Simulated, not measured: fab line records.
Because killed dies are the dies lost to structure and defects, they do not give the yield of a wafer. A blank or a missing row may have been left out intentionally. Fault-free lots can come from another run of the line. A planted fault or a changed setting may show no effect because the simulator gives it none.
fab line records | flow berkeley_cmos170
[record] lots = 7 wafers = 21 last_day = 11
route steps=331 shown V1@260 M2@271
lots that met no fault: from a run of the same line without faults
start_h: hours from the record's first day to the start of the lot's first wafer shown | wait_h: how many hours have passed since the lot's step before this one | " unchanged from the row above | L1.1+2: one row covering several wafers at once | - either no value or no given start | * or withheld: withheld | < > ~ a bound
route shown NAME@n: names a module that has steps shown in the file, with the first one's number in the route | usual: mean/standard deviation of fault-free wafers | same: alike in all rows | chamber/n: place in a boat | sites: the reading at each site | _std_site: how widely they spread, as a standard deviation | _edge_site: inner sites' mean taken away from outer sites' mean | radius_mm: how far each site lies from the wafer's centre | mask NAME#n: copy n | behind: the last tool/chamber to shape the wafer | hold: why the lot went on hold/how many hours it stayed there/how the hold came to an end | device: transistor that didn't switch, given as n, p or np | end of line: the route-end tests of the same wafers | step lacking rows: just its recipe | killed: count of dies lost to structure and defects at first sort (not the wafer's yield) | map: dies across one wafer; x = killed, . = not, _ = none there
set.NAME: the setting as run; set.NAME@STEP: as run at that earlier step | model.NAME: the simulator's own value behind a step, which no gauge read
lots seen at some steps along the route; tables by step, rows by wafer
services: from which hour (start_h, from the record's first day; less than 0 if before it) a tool's chamber was out of use, for how many hours, and why
[[steps]]
[step UCB170_V1_HMDS_06]
[recipe] prime_time_s = 60 prime_temp_c = 100
[step UCB170_V1_COAT_07]
[recipe] resist = KrF spin_rpm = 1500 resist_thk_nm = 900
[step UCB170_V1_SOFTBAKE_08]
[recipe] resist = KrF temp_c = 130 time_s = 60
[step UCB170_V1_EXPOSE_09]
[recipe] mask_id = VIA1 target_cd_nm = 700 na = 0.5 sigma_outer = 0.6 source_shape = conventional dose_mj = 37
[step UCB170_V1_PEB_10]
[recipe] peb_temp_c = 130 peb_time_s = withheld resist = KrF
[step UCB170_V1_DEVELOP_11]
[recipe] developer = TMAH develop_time_s = 45 resist = KrF dev_temp_c = 21
[step UCB170_V1_CD_MEAS_12]
[recipe] target_cd_nm = 700
[usual] cd_nm = 700.6/1.7
// columns lot.wafer tool chamber start_h wait_h cd_nm
L188.3 cd_sem-02 - 159.88 - 701.2
L188.5 " - " " 701.7
L188.6 " - " " 699.9
L187.1 cd_sem-02 - 160.11 - 701.7
L187.5 " - " " 701.7
L187.6 " - " " 701.5
L192.1 cd_sem-01 - 179.60 - 701.0
L192.2 " - " " 701.1
L192.4 " - " " 701.9
L194.2 cd_sem-01 - 191.77 - 701.0
L194.5 " - " " 700.2
L194.6 " - " " 701.1
L202.3 cd_sem-01 - 222.31 - 701.2
L202.4 " - " " 699.9
L202.6 " - " " 701.7
L203.1 cd_sem-01 - 244.00 - 701.4
L203.5 " - " " 701.1
L203.6 " - " " 701.5
L206.1 cd_sem-01 - 245.57 - 700.7
L206.2 " - " " 699.8
L206.4 " - " " 699.9
[step UCB170_V1_OVL_MEAS_13]
[usual] V1_OVL = -1/5.3
// columns lot.wafer tool chamber start_h wait_h V1_OVL[nm]
L188.3 overlay-02 - 159.97 0.1 -5
L188.5 " - " " -3
L188.6 " - " " -7
L187.1 overlay-02 - 160.23 0.1 4
L187.5 " - " " -1
L187.6 " - " " -8
L192.1 overlay-02 - 179.72 0.1 -2
L192.2 " - " " 8
L192.4 " - " " 11
L194.2 overlay-01 - 191.88 0.1 5
L194.5 " - " " -1
L194.6 " - " " 5
L202.3 overlay-01 - 222.40 0.1 0
L202.4 " - " " 3
L202.6 " - " " 2
L203.1 overlay-01 - 244.12 0.1 0
L203.5 " - " " -3
L203.6 " - " " 1
L206.1 overlay-01 - 245.69 0.1 -1
L206.2 " - " " -8
L206.4 " - " " -6
[step UCB170_V1_ETCH_14]
[recipe] chemistry = CHF3/CF4/Ar target = SiO2 stop_on = Al CHF3_flow_sccm = 45 cf4_flow_sccm = 15 Ar_flow_sccm = 150 pressure_mtorr = 200 rf_w = 700 target_depth_a = 12500 over_etch_frac = 0.25 time_s = 291
[usual] drypump_motor_current_A = 5.7/0.45 oes_product_au = 0.871/0.016 throttle_valve_pct = 6.96/0.15
// columns lot.wafer tool chamber start_h wait_h drypump_motor_current_A oes_product_au rf_hours_counter_h throttle_valve_pct
L188.3 rie_diel-02 3 159.99 0.0 5.7 0.870 124 6.83
L188.5 " 3 " " 5.7 0.860 - 6.82
L188.6 " 0 " " 5.5 0.894 - 6.89
L187.1 rie_diel-02 3 160.27 0.0 5.7 0.865 124 6.82
L187.5 " 3 " " 5.7 0.860 - 6.83
L187.6 " 0 " " 5.5 0.894 - 6.89
L192.1 rie_diel-03 0 179.75 0.0 5.1 0.873 61 7.22
L192.2 " 2 " " 5.2 0.859 16 7.22
L192.4 " 1 " " 6.1 0.847 19 7.02
L194.2 rie_diel-02 1 191.91 0.0 5.7 0.879 29 6.93
L194.5 " 0 " " 5.5 0.898 - 6.89
L194.6 " 3 " " 5.7 0.858 - 6.82
L202.3 rie_diel-04 2 222.42 0.0 5.8 0.871 2 6.84
L202.4 " 0 " " 6.7 0.851 18 7.07
L202.6 " 0 " " 6.7 0.852 - 7.07
L203.1 rie_diel-03 1 244.16 0.0 6.1 0.852 23 7.03
L203.5 " 0 " " 5.2 0.873 - 7.21
L203.6 " 1 " " 6.1 0.842 - 7.02
L206.1 rie_diel-03 3 245.72 0.0 5.5 0.881 4 6.84
L206.2 " 2 " " 5.2 0.862 18 7.21
L206.4 " 0 " " 5.2 0.872 65 7.22
[step UCB170_V1_STRIP_15]
[recipe] chemistry = O2 power_w = 400 pressure_mtorr = 3500 platen_temp_c = withheld o2_flow_sccm = 400 overash_fraction = 0.5
[usual] drypump_motor_current_A = 5.95/0.28 oes_product_au = 0.722/0.0046 strip_time_to_endpoint_s = 15.32/0.14
// columns lot.wafer tool chamber start_h wait_h drypump_motor_current_A oes_product_au rf_hours_counter_h strip_time_to_endpoint_s
L188.3 plasma_asher-03 0 160.21 0.1 5.61 0.722 - 15.45
L188.5 " 1 " " 6.04 0.720 - 15.22
L188.6 " 0 " " 5.63 0.716 - 15.39
L187.1 plasma_asher-02 0 160.45 0.1 5.75 0.723 5 15.40
L187.5 " 1 " " 6.23 0.723 - 15.40
L187.6 " 0 " " 5.77 0.717 - 15.45
L192.1 plasma_asher-02 1 179.93 0.1 6.27 0.719 7 15.26
L192.2 " 0 " " 5.75 0.717 7 15.36
L192.4 " 1 " " 6.23 0.725 - 15.38
L194.2 plasma_asher-03 1 192.09 0.1 6.06 0.724 48 15.23
L194.5 " 0 " " 5.64 0.726 - 15.44
L194.6 " 1 " " 6.05 0.733 - 15.42
L202.3 plasma_asher-02 1 222.63 0.1 6.22 0.721 - 15.40
L202.4 " 0 " " 5.78 0.723 - 15.42
L202.6 " 0 " " 5.81 0.726 - 15.34
L203.1 plasma_asher-04 1 244.34 0.1 6.35 0.718 54 15.29
L203.5 " 1 " " 6.37 0.723 - 15.24
L203.6 " 0 " " 5.70 0.731 - 15.30
L206.1 plasma_asher-03 0 245.90 0.1 5.61 0.725 54 15.07
L206.2 " 1 " " 6.03 0.718 54 15.40
L206.4 " 1 " " 6.04 0.727 - 15.42
[step UCB170_V1_CD_MEAS_90]
[recipe] target_cd_nm = 700
[usual] cd_nm = 700.1/1.9
// columns lot.wafer tool chamber start_h wait_h cd_nm
L188.3 cd_sem-02 - 160.31 0.1 700.1
L188.5 " - " " 700.1
L188.6 " - " " 700.3
L187.1 cd_sem-02 - 160.55 0.1 700.1
L187.5 " - " " 700.1
L187.6 " - " " 701.1
L192.1 cd_sem-02 - 180.03 0.1 700.3
L192.2 " - " " 700.2
L192.4 " - " " 701.0
L194.2 cd_sem-02 - 192.21 0.1 699.1
L194.5 " - " " 700.6
L194.6 " - " " 699.8
L202.3 cd_sem-01 - 222.74 0.1 699.9
L202.4 " - " " 698.9
L202.6 " - " " 701.3
L203.1 cd_sem-01 - 244.44 0.1 700.2
L203.5 " - " " 702.4
L203.6 " - " " 700.4
L206.1 cd_sem-02 - 246.00 0.1 700.8
L206.2 " - " " 698.5
L206.4 " - " " 701.3
[step UCB170_M2_PRE_CLEAN_00]
[recipe] gas = Ar preclean_etch_time_s = 60
[step UCB170_M2_SPUTTER_01]
[recipe] material = Al target_thk_nm = 900 time_s = 120 power_w = 6000 chamber_pressure_pa = 0.5
[usual] throttle_valve_pct = 29.6/1.2
// columns lot.wafer tool chamber start_h wait_h throttle_valve_pct
L188.3 pvd_sputter-02 - 160.46 0.0 30.2
L188.5 " - " " 30.4
L188.6 " - " " 30.1
L187.1 pvd_sputter-03 - 160.73 0.0 27.6
L187.5 " - " " 28.7
L187.6 " - " " 27.7
L192.1 pvd_sputter-03 - 180.22 0.0 28.4
L192.2 " - " " 29.4
L192.4 " - " " 27.8
L192.1 pvd_sputter-03 - 180.47 0.2 28.5
L192.2 " - " " 29.2
L192.4 " - " " 27.7
L194.2 pvd_sputter-02 - 192.37 0.0 30.5
L194.5 " - " " 29.9
L194.6 " - " " 30.6
L194.2 pvd_sputter-02 - 196.39 4.0 30.2
L194.5 " - " " 30.0
L194.6 " - " " 30.4
L202.3 pvd_sputter-04 - 222.89 0.0 31.5
L202.4 " - " " 30.2
L202.6 " - " " 30.4
L202.3 pvd_sputter-04 - 223.14 0.2 31.5
L202.4 " - " " 30.6
L202.6 " - " " 30.5
L203.1 pvd_sputter-03 - 244.62 0.0 29.4
L203.5 " - " " 27.7
L203.6 " - " " 29.7
L206.1 pvd_sputter-04 - 246.19 0.0 31.2
L206.2 " - " " 30.2
L206.4 " - " " 30.6
[step UCB170_M2_RS_MEAS_02]
[recipe] thk_meas_gauge = four-point-probe reads = Al_of_M2_SPUTTER_01
[usual] M2_AL_RS = 0.0325/0.00035
// columns lot.wafer tool chamber start_h wait_h M2_AL_RS[ohm/sq]
L188.3 film_metro-04 - 160.58 0.1 0.0325
L188.5 " - " " 0.0329
L188.6 " - " " 0.0324
L187.1 film_metro-04 - 160.82 0.0 0.0328
L187.5 " - " " 0.0329
L187.6 " - " " 0.0324
L192.1 film_metro-04 - 180.55 0.0 0.0161
L192.2 " - " " 0.0161
L192.4 " - " " 0.0159
L194.2 film_metro-03 - 196.50 0.1 0.0160
L194.5 " - " " 0.0161
L194.6 " - " " 0.0160
L202.3 film_metro-03 - 223.26 0.1 0.0161
L202.4 " - " " 0.0161
L202.6 " - " " 0.0161
L203.1 film_metro-04 - 244.71 0.0 0.0317
L203.5 " - " " 0.0318
L203.6 " - " " 0.0323
L206.1 film_metro-02 - 246.27 0.0 0.0321
L206.2 " - " " 0.0317
L206.4 " - " " 0.0319
[step UCB170_M2_THK_MEAS_03]
[recipe] thk_meas_gauge = xrf reads = Al_of_M2_SPUTTER_01
[usual] M2_AL_THK = 901/10
// columns lot.wafer tool chamber start_h wait_h M2_AL_THK[nm]
L188.3 film_metro-04 - 160.68 0.1 910
L188.5 " - " " 899
L188.6 " - " " 912
L187.1 film_metro-04 - 160.94 0.1 898
L187.5 " - " " 900
L187.6 " - " " 903
L192.1 film_metro-04 - 180.67 0.1 1827
L192.2 " - " " 1839
L192.4 " - " " 1857
L194.2 film_metro-03 - 196.61 0.1 1820
L194.5 " - " " 1823
L194.6 " - " " 1820
L202.3 film_metro-03 - 223.36 0.1 1808
L202.4 " - " " 1810
L202.6 " - " " 1805
L203.1 film_metro-04 - 244.83 0.1 920
L203.5 " - " " 914
L203.6 " - " " 914
L206.1 film_metro-02 - 246.39 0.1 905
L206.2 " - " " 915
L206.4 " - " " 911
[step UCB170_M2_HMDS_04]
[recipe] prime_time_s = 60 prime_temp_c = 100
[step UCB170_M2_COAT_05]
[recipe] resist = KrF spin_rpm = 1500 resist_thk_nm = 900
[step UCB170_M2_SOFTBAKE_06]
[recipe] resist = KrF temp_c = 130 time_s = 60
[step UCB170_M2_STRIP_07]
[recipe] chemistry = O2 power_w = 400 pressure_mtorr = 3500 platen_temp_c = withheld o2_flow_sccm = 400 overash_fraction = 0.5
[usual] drypump_motor_current_A = 5.98/0.28 oes_product_au = 0.734/0.0045 strip_time_to_endpoint_s = 21.98/0.049
// columns lot.wafer tool chamber start_h wait_h drypump_motor_current_A oes_product_au rf_hours_counter_h strip_time_to_endpoint_s
L188.3 plasma_asher-04 1 161.30 0.1 6.35 0.733 - 21.91
L188.5 " 1 " " 6.35 0.736 - 21.97
L188.6 " 0 " " 5.70 0.731 - 21.98
L187.1 plasma_asher-04 1 161.90 0.1 6.35 0.723 45 21.89
L187.5 " 1 " " 6.34 0.729 - 21.97
L187.6 " 0 " " 5.67 0.738 - 22.01
L192.1 plasma_asher-02 1 181.54 0.1 6.24 0.728 7 21.91
L192.2 " 0 " " 5.73 0.727 7 21.97
L192.4 " 1 " " 6.24 0.732 - 21.94
L194.2 plasma_asher-01 1 197.44 0.1 6.18 0.732 44 22.03
L194.5 " 1 " " 6.17 0.729 - 22.05
L194.6 " 0 " " 5.65 0.736 - 22.07
L202.3 plasma_asher-04 1 223.88 0.1 6.30 0.731 - 21.96
L202.4 " 0 " " 5.67 0.737 - 21.98
L202.6 " 0 " " 5.66 0.739 - 21.93
L203.1 plasma_asher-01 1 245.34 0.1 6.14 0.731 50 21.99
L203.5 " 1 " " 6.14 0.742 - 21.96
L203.6 " 0 " " 5.66 0.734 - 22.01
L206.1 plasma_asher-02 0 247.25 0.1 5.76 0.740 15 21.94
L206.2 " 1 " " 6.22 0.726 15 21.99
L206.4 " 1 " " 6.19 0.736 - 21.97
[step UCB170_M2_STRIP_08]
[recipe] chemistry = DMSO temp_c = 80 time_s = 600 material = KrF
[step UCB170_M2_COAT_09]
[recipe] resist = BARC temp_c = withheld time_s = withheld spin_rpm = 3000 resist_thk_nm = withheld
[step UCB170_M2_COAT_10]
[recipe] resist = KrF spin_rpm = 1500 resist_thk_nm = 911.2
[step UCB170_M2_SOFTBAKE_11]
[recipe] resist = KrF temp_c = 130 time_s = 60
[step UCB170_M2_EXPOSE_12]
[recipe] mask_id = METAL2 target_cd_nm = 700 na = 0.5 sigma_outer = 0.6 source_shape = conventional dose_mj = 26
[step UCB170_M2_PEB_13]
[recipe] peb_temp_c = 130 peb_time_s = withheld resist = KrF
[step UCB170_M2_DEVELOP_14]
[recipe] developer = TMAH develop_time_s = 45 resist = KrF dev_temp_c = 21
[step UCB170_M2_CD_MEAS_15]
[recipe] target_cd_nm = 700
[usual] cd_nm = 699.7/1.4
// columns lot.wafer tool chamber start_h wait_h cd_nm
L188.3 cd_sem-02 - 163.12 - 698.8
L188.5 " - " " 698.4
L188.6 " - " " 698.7
L187.1 cd_sem-01 - 163.71 - 701.6
L187.5 " - " " 702.4
L187.6 " - " " 701.3
L192.1 cd_sem-01 - 183.09 - 699.1
L192.2 " - " " 699.0
L192.4 " - " " 698.1
L194.2 cd_sem-01 - 198.92 - 698.1
L194.5 " - " " 697.1
L194.6 " - " " 697.5
L202.3 cd_sem-02 - 227.25 - 699.2
L202.4 " - " " 699.3
L202.6 " - " " 698.2
L203.1 cd_sem-02 - 247.35 - 702.7
L203.5 " - " " 703.0
L203.6 " - " " 701.6
L206.1 cd_sem-02 - 248.43 - 701.5
L206.2 " - " " 700.6
L206.4 " - " " 699.0
[step UCB170_M2_OVL_MEAS_16]
[usual] M2_OVL = -1/6.1
// columns lot.wafer tool chamber start_h wait_h M2_OVL[nm]
L188.3 overlay-02 - 163.21 0.1 -6
L188.5 " - " " -3
L188.6 " - " " -4
L187.1 overlay-01 - 163.83 0.1 -11
L187.5 " - " " -7
L187.6 " - " " -7
L192.1 overlay-02 - 183.21 0.1 -15
L192.2 " - " " -2
L192.4 " - " " -5
L194.2 overlay-01 - 199.03 0.1 -6
L194.5 " - " " -7
L194.6 " - " " -3
L202.3 overlay-02 - 227.35 0.1 5
L202.4 " - " " 0
L202.6 " - " " -1
L203.1 overlay-01 - 247.47 0.1 -10
L203.5 " - " " -8
L203.6 " - " " -16
L206.1 overlay-01 - 248.55 0.1 2
L206.2 " - " " 13
L206.4 " - " " 11
[step UCB170_M2_ETCH_17]
[recipe] chemistry = N2/H2 target_depth_a = withheld overetch_a = withheld target = BARC time_s = withheld source_w = 500 bias_w = 100 pressure_mtorr = 30 n2_flow_sccm = 100 h2_flow_sccm = 200
[usual] drypump_motor_current_A = 5.8/0.51 n2_flow_sccm = 99.96/0.27 oes_product_au = 1.00/0.031 throttle_valve_pct = 13.36/0.24
// columns lot.wafer tool chamber start_h wait_h drypump_motor_current_A n2_flow_sccm oes_product_au throttle_valve_pct
L188.3 rie_diel-03 0 163.23 0.0 5.1 100.02 1.01 13.64
L188.5 " 3 " " 5.5 99.64 1.04 13.10
L188.6 " 0 " " 5.1 99.98 1.01 13.62
L187.1 rie_diel-01 2 163.87 0.0 4.9 99.74 0.94 13.28
L187.5 " 3 " " 6.5 100.37 0.99 13.17
L187.6 " 0 " " 6.2 99.69 1.02 13.36
L192.1 rie_diel-04 3 183.24 0.0 5.6 99.95 1.05 13.07
L192.2 " 0 " " 6.7 99.93 0.97 13.70
L192.4 " 1 " " 5.6 99.94 1.00 13.30
L194.2 rie_diel-04 1 199.06 0.0 5.6 100.22 1.01 13.30
L194.5 " 1 " " 5.6 100.10 1.00 13.31
L194.6 " 2 " " 5.9 99.56 1.00 13.24
L202.3 rie_diel-04 3 227.37 0.0 5.6 99.68 1.05 13.08
L202.4 " 0 " " 6.7 100.29 0.97 13.72
L202.6 " 2 " " 5.9 99.64 0.99 13.25
L203.1 rie_diel-03 0 247.51 0.0 5.2 99.58 0.99 13.61
L203.5 " 2 " " 5.2 99.91 1.00 13.78
L203.6 " 1 " " 6.2 100.34 0.96 13.41
L206.1 rie_diel-01 1 248.58 0.0 5.4 100.38 0.96 13.00
L206.2 " 0 " " 6.2 99.83 1.04 13.36
L206.4 " 3 " " 6.5 100.14 0.99 13.18
[step UCB170_M2_METAL_ETCH_18]
[recipe] chemistry = Cl2/BCl3 target = Al stop_on = SiO2 pressure_mtorr = 12 target_depth_a = 11700 over_etch_frac = 0.3 time_s = 195 icp_w = 600 bias_w = 120 Cl2_flow_sccm = 90 bcl3_flow_sccm = 45
[usual] drypump_motor_current_A = 5.3/0.39 oes_product_au = 0.845/0.0081 throttle_valve_pct = 24.37/0.16
// columns lot.wafer tool chamber start_h wait_h drypump_motor_current_A oes_product_au rf_hours_counter_h throttle_valve_pct model.etch.depth_nm model.M2.feature_depth_nm
L188.3 rie_metal-02 0 163.34 - 5.9 0.835 - 24.15 891 950
L188.5 " 0 " " 5.9 0.844 - 24.14 882.4 941.5
L188.6 " 1 " " 4.8 0.846 - 24.34 895.1 950.5
L187.1 rie_metal-01 0 163.91 - 5.7 0.838 10 24.48 884.5 940.2
L187.5 " 0 " " 5.7 0.830 - 24.49 881.9 937.5
L187.6 " 1 " " 5.1 0.853 - 24.29 895.8 950
L192.1 rie_metal-01 1 183.29 - 5.1 0.967 8 24.23 1113 1113
L192.2 " 0 " " 5.7 0.985 10 24.41 1165 1165
L192.4 " 1 " " 5.1 0.962 - 24.24 1102 1102
L194.2 rie_metal-01 0 199.10 - 5.8 0.968 11 24.43 1136 1136
L194.5 " 0 " " 5.8 0.974 - 24.42 1136 1136
L194.6 " 1 " " 5.1 0.961 - 24.25 1097 1097
L202.3 rie_metal-01 1 227.47 - 5.1 0.989 - 24.23 1139 1139
L202.4 " 0 " " 5.7 1.001 - 24.41 1181 1181
L202.6 " 0 " " 5.7 0.998 - 24.41 1190 1190
L203.1 rie_metal-01 0 247.55 - 5.7 0.862 12 24.49 912.6 969.1
L203.5 " 0 " " 5.7 0.851 - 24.48 909.1 966.4
L203.6 " 1 " " 5.1 0.846 - 24.28 899.8 954.4
L206.1 rie_metal-01 0 248.62 - 5.7 0.847 12 24.47 901.4 959.2
L206.2 " 1 " " 5.1 0.857 10 24.28 910.4 965.4
L206.4 " 1 " " 5.1 0.844 - 24.30 904.6 959.8
[step UCB170_M2_STRIP_19]
[recipe] chemistry = O2 power_w = 400 pressure_mtorr = 3500 platen_temp_c = withheld o2_flow_sccm = 400 overash_fraction = 0.5
[usual] drypump_motor_current_A = 5.98/0.27 oes_product_au = 0.559/0.02
// columns lot.wafer tool chamber start_h wait_h drypump_motor_current_A oes_product_au rf_hours_counter_h
L188.3 plasma_asher-02 1 163.49 0.1 6.24 0.536 -
L188.5 " 0 " " 5.77 0.537 -
L188.6 " 1 " " 6.22 0.555 -
L187.1 plasma_asher-02 0 164.10 0.1 5.79 0.556 5
L187.5 " 0 " " 5.76 0.556 -
L187.6 " 1 " " 6.28 0.601 -
L192.1 plasma_asher-04 0 183.47 0.1 5.71 0.596 48
L192.2 " 1 " " 6.36 0.558 48
L192.4 " 0 " " 5.72 0.595 -
L194.2 plasma_asher-01 0 199.29 0.1 5.66 0.581 44
L194.5 " 0 " " 5.65 0.571 -
L194.6 " 1 " " 6.18 0.593 -
L202.3 plasma_asher-01 0 227.65 0.1 5.66 0.572 -
L202.4 " 1 " " 6.17 0.553 -
L202.6 " 1 " " 6.15 0.541 -
L203.1 plasma_asher-04 0 247.74 0.1 5.68 0.545 55
L203.5 " 1 " " 6.35 0.527 -
L203.6 " 0 " " 5.66 0.584 -
L206.1 plasma_asher-04 0 248.81 0.1 5.68 0.530 55
L206.2 " 1 " " 6.32 0.582 55
L206.4 " 1 " " 6.33 0.575 -
[[services]]
// columns tool chamber start_h hours kind
rie_diel-02 - 145.34 14.6 pm
pvd_sputter-03 - 149.84 0.9 repair
rie_metal-01 - 153.56 0.8 repair
pvd_sputter-03 - 155.67 3.0 repair
pvd_sputter-04 - 157.59 6.0 repair
rie_diel-01 0 159.44 3.1 repair
rie_diel-02 1 160.91 10.0 repair
rie_diel-04 3 168.50 5.2 repair
rie_diel-04 3 174.06 3.8 repair
pvd_sputter-04 - 182.69 6.6 repair
rie_diel-01 1 187.11 11.5 repair
rie_diel-01 2 188.81 6.6 repair
pvd_sputter-02 - 192.69 3.7 repair
rie_diel-03 2 196.71 7.8 repair
rie_diel-02 1 201.84 2.5 repair
rie_metal-01 1 201.85 6.6 repair
rie_diel-01 1 224.56 21.4 repair
rie_diel-01 - 226.35 0.3 repair
rie_diel-03 3 227.84 10.3 repair
rie_diel-04 1 235.30 7.7 repair
pvd_sputter-04 - 241.40 4.1 repair
rie_diel-04 2 245.33 4.3 repair
rie_diel-01 2 247.26 18.7 repair
rie_diel-03 0 248.40 3.6 repair
[[key]]
[first_sign] step = UCB170_M2_SPUTTER_01 reading = visit direction = added
[effect] step = UCB170_M2_RS_MEAS_02 reading = M2_AL_RS direction = down sigmas = 47 usual = 0.0325 struck = 0.0160
[effect] step = UCB170_M2_THK_MEAS_03 reading = M2_AL_THK direction = up sigmas = 89 usual = 901 struck = 1823
[effect] step = UCB170_M2_METAL_ETCH_18 reading = oes_product_au direction = up sigmas = 16 usual = 0.845 struck = 0.978
[model_effect] step = UCB170_M2_METAL_ETCH_18 value = etch.depth_nm without = 896.1 struck = 1140
met_at UCB170_M2_SPUTTER_01
struck_wafers L192.1,L192.2,L192.4,L194.2,L194.5,L194.6,L202.3,L202.4,L202.6
later_rows_left_out L192.2,L192.4,L194.2,L194.5,L194.6,L202.3,L202.4,L202.6
sort_left_out L192.1,L192.2,L192.4,L194.2,L194.5,L194.6,L202.3,L202.4,L202.6
[fault] kind = repeated_step_whole tool = pvd_sputter-02,pvd_sputter-03,pvd_sputter-04 chamber = - onset_h = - steps = UCB170_M2_SPUTTER_01 times = 1 scope = struck_lots_only
// sort_left_out: the simulated sort isn't trusted on such a fault, so these wafers' sort isn't shown, and their yield isn't known
// later_rows_left_out: the simulator's readings of these wafers behind a module that went badly wrong aren't trusted and aren't shown, but for the sort
